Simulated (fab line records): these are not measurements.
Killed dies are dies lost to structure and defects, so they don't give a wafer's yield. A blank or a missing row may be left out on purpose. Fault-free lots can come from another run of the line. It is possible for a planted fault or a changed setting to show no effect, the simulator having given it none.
Lot-split experiment / flow berkeley-cmos170 / 23 wafers read across 5 lots, on a route 331 steps long

== ON THE SPLIT ==
At UCB170_NSD_IMPLANT_08, the setting dose-cm2 was moved away from the recipe's 3e+15 on 7 of the 23 wafers read, by -6.6% to -2.1%. This setting was run at the recipe's value on the other wafers.

== FROM THE SPLIT TO THE READING: what the file shows between them, 3 steps ==
- UCB170_NSD_STRIP_09: strips in O2
- UCB170_NSD_CLEAN_11: cleans in SPM, time 600 s
- UCB170_SDANNEAL_RTA_01: time 5 s

== THE READING ==
NSD_RS in ohm/sq, measured at UCB170_SDANNEAL_RS_MEAS_03 by four-point-probe. Fault-free wafers of this fab line usually give 37.25 ohm/sq, standard deviation 0.078 ohm/sq.

wafer=L074.1; tool, chamber at the split=implanter-04, 0; dose-cm2 as run=3e+15; against the recipe=recipe; NSD_RS, ohm/sq=37.26; against lot-mates on the recipe=-
wafer=L074.2; tool, chamber at the split=implanter-04, 0; dose-cm2 as run=3e+15; against the recipe=recipe; NSD_RS, ohm/sq=37.26; against lot-mates on the recipe=-
wafer=L074.4; tool, chamber at the split=implanter-04, 0; dose-cm2 as run=3e+15; against the recipe=recipe; NSD_RS, ohm/sq=37.21; against lot-mates on the recipe=-
wafer=L074.5; tool, chamber at the split=implanter-04, 0; dose-cm2 as run=3e+15; against the recipe=recipe; NSD_RS, ohm/sq=37.34; against lot-mates on the recipe=-
wafer=L074.6; tool, chamber at the split=implanter-04, 0; dose-cm2 as run=3e+15; against the recipe=recipe; NSD_RS, ohm/sq=37.24; against lot-mates on the recipe=-
wafer=L077.2; tool, chamber at the split=implanter-01, 0; dose-cm2 as run=2.908e+15; against the recipe=-3.1%; NSD_RS, ohm/sq=37.84; against lot-mates on the recipe=+0.64
wafer=L077.3; tool, chamber at the split=implanter-01, 0; dose-cm2 as run=3e+15; against the recipe=recipe; NSD_RS, ohm/sq=37.15; against lot-mates on the recipe=-
wafer=L077.4; tool, chamber at the split=implanter-01, 0; dose-cm2 as run=3e+15; against the recipe=recipe; NSD_RS, ohm/sq=37.20; against lot-mates on the recipe=-
wafer=L077.5; tool, chamber at the split=implanter-01, 0; dose-cm2 as run=3e+15; against the recipe=recipe; NSD_RS, ohm/sq=37.25; against lot-mates on the recipe=-
wafer=L077.6; tool, chamber at the split=implanter-01, 0; dose-cm2 as run=2.908e+15; against the recipe=-3.1%; NSD_RS, ohm/sq=37.72; against lot-mates on the recipe=+0.52
wafer=L081.1; tool, chamber at the split=implanter-04, 0; dose-cm2 as run=2.936e+15; against the recipe=-2.1%; NSD_RS, ohm/sq=37.59; against lot-mates on the recipe=+0.40
wafer=L081.2; tool, chamber at the split=implanter-04, 0; dose-cm2 as run=3e+15; against the recipe=recipe; NSD_RS, ohm/sq=37.22; against lot-mates on the recipe=-
wafer=L081.4; tool, chamber at the split=implanter-04, 0; dose-cm2 as run=2.936e+15; against the recipe=-2.1%; NSD_RS, ohm/sq=37.61; against lot-mates on the recipe=+0.41
wafer=L081.5; tool, chamber at the split=implanter-04, 0; dose-cm2 as run=2.936e+15; against the recipe=-2.1%; NSD_RS, ohm/sq=37.49; against lot-mates on the recipe=+0.30
wafer=L081.6; tool, chamber at the split=implanter-04, 0; dose-cm2 as run=3e+15; against the recipe=recipe; NSD_RS, ohm/sq=37.17; against lot-mates on the recipe=-
wafer=L080.1; tool, chamber at the split=implanter-03, 0; dose-cm2 as run=3e+15; against the recipe=recipe; NSD_RS, ohm/sq=37.25; against lot-mates on the recipe=-
wafer=L080.2; tool, chamber at the split=implanter-03, 0; dose-cm2 as run=3e+15; against the recipe=recipe; NSD_RS, ohm/sq=37.35; against lot-mates on the recipe=-
wafer=L080.3; tool, chamber at the split=implanter-03, 0; dose-cm2 as run=3e+15; against the recipe=recipe; NSD_RS, ohm/sq=37.35; against lot-mates on the recipe=-
wafer=L080.5; tool, chamber at the split=implanter-03, 0; dose-cm2 as run=2.803e+15; against the recipe=-6.6%; NSD_RS, ohm/sq=38.54; against lot-mates on the recipe=+1.22
wafer=L080.6; tool, chamber at the split=implanter-03, 0; dose-cm2 as run=2.803e+15; against the recipe=-6.6%; NSD_RS, ohm/sq=38.54; against lot-mates on the recipe=+1.22
wafer=L082.2; tool, chamber at the split=implanter-04, 0; dose-cm2 as run=3e+15; against the recipe=recipe; NSD_RS, ohm/sq=37.35; against lot-mates on the recipe=-
wafer=L082.4; tool, chamber at the split=implanter-04, 0; dose-cm2 as run=3e+15; against the recipe=recipe; NSD_RS, ohm/sq=37.29; against lot-mates on the recipe=-
wafer=L082.5; tool, chamber at the split=implanter-04, 0; dose-cm2 as run=3e+15; against the recipe=recipe; NSD_RS, ohm/sq=37.32; against lot-mates on the recipe=-

THE FIT
A straight line over all 23 wafers: NSD_RS changes by -0.187 ohm/sq for each +1% of dose-cm2; r = -0.98; the points scatter about the line by 0.074 ohm/sq.
The same after taking each lot's own level away (the mean of its wafers on the recipe; 23 wafers): -0.186 ohm/sq for each +1%; r = -0.99; scatter 0.045 ohm/sq.
That fit puts the effect of the largest move of dose-cm2 on the reading at 1.2 ohm/sq.
Measured against the standard deviation above, the lots' own levels, which go from 37.195 to 37.320 ohm/sq, span 1.6 times it.
The two slopes agree, so the slope changes little with the lot-to-lot level.
Check: with one of the wafers moved furthest among these (-6.6%) left out of the fit, the line predicts +1.21 ohm/sq for it against its lot-mates. Against them it came out at +1.22 ohm/sq.

== OTHER SPLITS APPLIED TO THESE WAFERS ==
These wafers also went through other splits before the reading. Each is held against what the fit with the lots' levels taken away leaves over:
other split on the same wafers=UCB170_ZERO_COAT_01 resist-thk-nm; wafers away from the commonest value=8; r with NSD_RS (lot level and that fit taken away)=-0.14
other split on the same wafers=UCB170_PWELL_CVD_05 pressure-mtorr; wafers away from the commonest value=15; r with NSD_RS (lot level and that fit taken away)=+0.03
other split on the same wafers=UCB170_PWELL_DEVELOP_12 dev-temp-c; wafers away from the commonest value=6; r with NSD_RS (lot level and that fit taken away)=+0.27
other split on the same wafers=UCB170_ACTIVE_OXIDATION_02 temp-c; wafers away from the commonest value=10; r with NSD_RS (lot level and that fit taken away)=-0.02
other split on the same wafers=UCB170_ACTIVE_COAT_08 resist-thk-nm; wafers away from the commonest value=5; r with NSD_RS (lot level and that fit taken away)=-0.07
other split on the same wafers=UCB170_NLDD_EXPOSE_03 dose-mj; wafers away from the commonest value=5; r with NSD_RS (lot level and that fit taken away)=+0.27
other split on the same wafers=UCB170_PSD_IMPLANT_08 energy-kev; wafers away from the commonest value=6; r with NSD_RS (lot level and that fit taken away)=-0.03

== THE WHOLE CHAIN: every reading that the file lists as answering this split, in the file's order ==
step=UCB170_NSD_STRIP_09; what it does=strips in O2; reading=strip-time-to-endpoint-s; change (the file's fit)=withheld for each +1% of the setting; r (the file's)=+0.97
step=UCB170_SDANNEAL_RS_MEAS_03; what it does=measures by four-point-probe; reading=NSD_RS; change (the file's fit)=-0.185 for each +1% of the setting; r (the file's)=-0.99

== FILE'S OWN FIT ==
NSD_RS changes by -0.185 ohm/sq for each +1% of dose-cm2, r = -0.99.
